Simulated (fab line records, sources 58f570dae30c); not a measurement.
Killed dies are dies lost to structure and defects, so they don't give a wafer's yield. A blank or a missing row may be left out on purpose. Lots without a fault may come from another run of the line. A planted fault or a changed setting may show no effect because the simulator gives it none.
Chamber matching | flow berkeley_cmos170 | UCB170_V1_CVD_00 on pecvd-02: 3 sister chambers
The step deposits SiO2 from TEOS/O2, target thk 2000 nm, time 250 s. 14 wafers are shown with their chamber, then 7 later ones without.

WAFERS WITH THEIR CHAMBER
wafer  | chamber | heater_power_w (W) | pressure_mtorr (mTorr)
L893.3 | 1       | 285                | 8995
L893.4 | 2       | 204                | 8996
L893.6 | 0       | 286                | 8991
L896.1 | 1       | 310                | 8996
L896.2 | 0       | 245                | 8992
L896.6 | 2       | 201                | 8995
L897.2 | 2       | 284                | 9013
L897.5 | 0       | 202                | 9008
L897.6 | 2       | 200                | 9022
L900.2 | 0       | 241                | 8996
L900.3 | 2       | 285                | 9014
L900.4 | 2       | 204                | 9003
L901.1 | 2       | 284                | 9007
L901.5 | 2       | 206                | 9002

SIGNATURES (means of the wafers above)
reading        | chamber 0 | chamber 1 | chamber 2 | scatter within a chamber
heater_power_w | 243.50    | 297.50    | 233.50    | 38.5
pressure_mtorr | 8996.75   | 8995.50   | 9006.50   | 8.51
Rule: a wafer's distance from a chamber is the root of the sum, over the readings, of the square of ((its reading less the chamber's mean) divided by the reading's scatter). The wafer belongs to the nearest chamber; if the next one is less than 2 further off, it can't be placed. The scatter: the root of (the sum of the squares of (reading less its chamber's mean) over the shown wafers, divided by (wafers less chambers)).

WAFERS WITHOUT THEIR CHAMBER
wafer  | heater_power_w (W) | pressure_mtorr (mTorr)
L901.6 | 213                | 8977
L907.3 | 228                | 8977
L907.4 | 290                | 8991
L907.6 | 278                | 9005
L914.2 | 272                | 8990
L914.4 | 212                | 8984
L914.6 | 208                | 8980

WHICH CHAMBER EACH WENT THROUGH
wafer  | from the rows above          | in truth
L901.6 | can't be placed: 0 or 1 or 2 | 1
L907.3 | can't be placed: 0 or 1 or 2 | 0
L907.4 | can't be placed: 1 or 0 or 2 | 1
L907.6 | can't be placed: 2 or 1 or 0 | 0
L914.2 | can't be placed: 1 or 0 or 2 | 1
L914.4 | can't be placed: 0 or 1 or 2 | 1
L914.6 | can't be placed: 0 or 1 or 2 | 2
Placed correctly: 0 of 7. Can't be placed from these rows: 7 (the true chamber is among the candidates in 7). Placed wrongly: 0.
